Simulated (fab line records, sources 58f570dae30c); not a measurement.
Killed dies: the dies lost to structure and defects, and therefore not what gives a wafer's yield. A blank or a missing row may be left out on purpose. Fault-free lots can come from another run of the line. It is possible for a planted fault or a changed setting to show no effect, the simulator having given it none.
A single fault, viewed from 2 desks | flow berkeley cmos170 | what lay behind the numbers comes last; until then each desk has only its own

## THE METROLOGY DESK
What the gauges read for every lot (on any tool): the sampled wafers with a number, averaged. Any lot whose mean is over 4 standard deviations away from the usual mean is out of limits and marked OUT; that distance is given in the brackets.
Columns: A = SCREENOX_OXIDE_THK at UCB170_SCREENOX_THK_MEAS_02, usual 14.34 nm
lot  | first seen here | A
L346 | day 6 12:35     | 14.39
L349 | day 6 22:07     | 14.15
L353 | day 7 12:09     | 14.23
L352 | day 7 12:10     | 14.50
L351 | day 7 12:13     | 14.61
L355 | day 8 00:15     | 20.24 (+23) OUT
L354 | day 8 00:16     | 20.15 (+22) OUT
L356 | day 8 09:27     | 14.06
L360 | day 9 08:22     | 14.48
L363 | day 9 08:25     | 14.50
L367 | day 10 09:40    | 14.44
L368 | day 10 09:41    | 14.32
L369 | day 10 09:41    | 14.05
L366 | day 10 09:45    | 14.71
This desk's finding: out of limits on L354, L355; first on L355, day 8 00:15 (SCREENOX_OXIDE_THK at UCB170_SCREENOX_THK_MEAS_02). L346, L349, L353, L352, L351, L356, L360, L363, L367, L368, L369, L366 stayed within limits.

## AT THE TOOL OWNER'S DESK: furnace-02
The tool's own readings at UCB170_SCREENOX_OXIDATION_01 (target thk 14.4 nm, ox time 2400 s): means of the sampled wafers that have a number, for each lot that ran on this tool. Any lot whose mean is over 4 standard deviations away from the usual mean is out of limits and marked OUT; that distance is given in the brackets.
Columns: A = spike tc centre C at UCB170_SCREENOX_OXIDATION_01, usual 902.0 C; B = spike tc load C at UCB170_SCREENOX_OXIDATION_01, usual 927 C; C = spike tc source C at UCB170_SCREENOX_OXIDATION_01, usual 924 C; D = tube center temp C at UCB170_SCREENOX_OXIDATION_01, usual 900 C; E = tube_center_temp_C_max at UCB170_SCREENOX_OXIDATION_01, usual 902.4
lot  | first seen here | A               | B              | C              | D                     | E
L351 | day 7 10:28     | 901.3           | 921            | 917            | 900                   | 902.8
L352 | day 7 10:28     | 901.1           | 921            | 917            | 900                   | 902.1
L353 | day 7 10:28     | 901.4           | 922            | 917            | 900                   | 902.3
L354 | day 7 22:34     | 933.9 (+27) OUT | 954 (+9.0) OUT | 950 (+6.8) OUT | 932 (+99 or more) OUT | 934.8 (+83) OUT
L355 | day 7 22:34     | 933.0 (+26) OUT | 953 (+8.8) OUT | 949 (+6.5) OUT | 932 (+99 or more) OUT | 934.2 (+82) OUT
Finding of this desk: L354, L355 out of limits; the first was L354 at day 7 22:34, on spike tc centre C at UCB170_SCREENOX_OXIDATION_01. L351, L352, L353 stayed within limits.

## PUT TOGETHER
On L354, L355, at day 7 22:34, an alarm was possible from the tool owner's desk.
At day 8 00:15 the metrology desk could have sounded an alarm, on L354, L355.
On furnace-02, each named lot ran UCB170_SCREENOX_OXIDATION_01.

## WHAT THE SIMULATOR HAD PUT IN
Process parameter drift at UCB170_SCREENOX_OXIDATION_01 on furnace-02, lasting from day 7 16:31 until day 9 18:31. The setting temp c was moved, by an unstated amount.
Struck lots among those shown: L354, L355.
Fault start to first reading out of limits, in hours, per desk: tool owner, 6; metrology, 8.
